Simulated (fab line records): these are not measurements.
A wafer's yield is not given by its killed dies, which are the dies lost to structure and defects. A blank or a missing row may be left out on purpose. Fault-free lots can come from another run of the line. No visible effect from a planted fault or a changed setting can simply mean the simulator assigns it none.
The same fault as seen by 2 desks | flow berkeley-cmos170 | numbers are kept per desk, each desk with only its own; the story behind them comes last

== DESK OF THE TOOL OWNER: furnace-02 ==
The tool's own readings at UCB170_WELLDRIVE_OXIDATION_01 (target thk 199 nm, ox time 9000 s): means of the sampled wafers that have a number, for each lot that ran on this tool. If a lot's mean is further than 4 standard deviations from the usual mean, the lot is out of limits and carries the mark OUT (the distance appears in the brackets).
Columns: A = spike-tc-centre-C at UCB170_WELLDRIVE_OXIDATION_01, usual 1103.3 C; B = spike-tc-load-C at UCB170_WELLDRIVE_OXIDATION_01, usual 1126.5 C; C = spike-tc-source-C at UCB170_WELLDRIVE_OXIDATION_01, usual 1129 C
lot  | first seen here | A                | B                 | C
L805 | day 5 04:45     | 1102.6           | 1123.8            | 1124
L806 | day 5 04:45     | 1102.1           | 1124.6            | 1124
L807 | day 5 04:45     | 1101.5           | 1124.2            | 1124
L808 | day 5 17:00     | 1086.7 (-10) OUT | 1109.0 (-6.7) OUT | 1109 (-5.3) OUT
L809 | day 5 17:00     | 1084.1 (-12) OUT | 1108.3 (-7.0) OUT | 1106 (-6.0) OUT
L810 | day 6 00:36     | 1085.8 (-11) OUT | 1108.2 (-7.1) OUT | 1107 (-5.7) OUT
Finding of this desk: L808, L809, L810 out of limits; the first was L808 at day 5 17:00, on spike-tc-centre-C at UCB170_WELLDRIVE_OXIDATION_01. L805, L806, L807 stayed within limits.

== AT THE METROLOGY DESK ==
Means of the sampled wafers that have a number, per lot and without regard to the tool the lot ran on: this is what the gauges read. If a lot's mean is further than 4 standard deviations from the usual mean, the lot is out of limits and carries the mark OUT (the distance appears in the brackets).
Columns: A = WELLDRIVE_OXIDE_THK at UCB170_WELLDRIVE_THK_MEAS_02, usual 198 nm; B = GATE_OXIDE_THK at UCB170_GATE_THK_MEAS_02, usual 6.62 nm; C = PLDD_RS at UCB170_SDANNEAL_RS_MEAS_04, usual 1030.9 ohm/sq; D = M3_AL_RS at UCB170_M3_RS_MEAS_02, usual 0.0326 ohm/sq
lot  | first seen here | A              | B    | C      | D
L801 | day 4 05:50     | 201            | 6.71 | 1028.1 | 0.0327
L802 | day 4 05:51     | 197            | 6.72 | 1031.8 | 0.0326
L803 | day 4 05:53     | 194            | 6.73 | 1027.9 | 0.0320
L805 | day 5 08:15     | 196            | 6.54 | 1027.6 | 0.0328
L807 | day 5 08:15     | 198            | 6.65 | 1031.3 | 0.0322
L806 | day 5 08:17     | 196            | 6.60 | 1031.6 | 0.0322
L808 | day 5 20:30     | 177 (-5.6) OUT | 6.64 | 1032.6 | 0.0328
L809 | day 5 20:31     | 177 (-5.6) OUT | 6.60 | 1034.1 | 0.0330
L810 | day 6 04:06     | 176 (-6.0) OUT | 6.69 | 1027.0 | 0.0325
L812 | day 6 10:17     | 203            | 6.48 | 1033.2 | 0.0328
L817 | day 7 17:17     | 200            | 6.80 | 1027.7 | 0.0322
L819 | day 8 04:49     | 203            | 6.66 | 1033.6 | 0.0325
L821 | day 8 13:08     | 196            | 6.74 | 1028.0 | 0.0327
L822 | day 8 13:08     | 205            | 6.37 | 1029.7 | 0.0331
L823 | day 8 21:01     | 199            | 6.67 | 1034.2 | 0.0324
Per this desk, out of limits: L808, L809, L810; the first was L808, day 5 20:30 (WELLDRIVE_OXIDE_THK at UCB170_WELLDRIVE_THK_MEAS_02). L801, L802, L803, L805, L807, L806, L812, L817, L819, L821, L822, L823 stayed within limits.

== PUT TOGETHER ==
The tool owner's desk could have raised an alarm at day 5 17:00, on L808, L809, L810.
The metrology desk could have raised an alarm at day 5 20:30, on L808, L809, L810.
The lots listed all ran UCB170_WELLDRIVE_OXIDATION_01 on furnace-02.

== WHAT WAS PUT IN BY THE SIMULATOR ==
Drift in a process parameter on furnace-02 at UCB170_WELLDRIVE_OXIDATION_01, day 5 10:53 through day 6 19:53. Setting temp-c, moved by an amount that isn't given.
Shown lots that were struck: L808, L809, L810.
Time in hours from fault onset to the first out-of-limits reading at each desk: tool owner's desk 6, metrology desk 10.
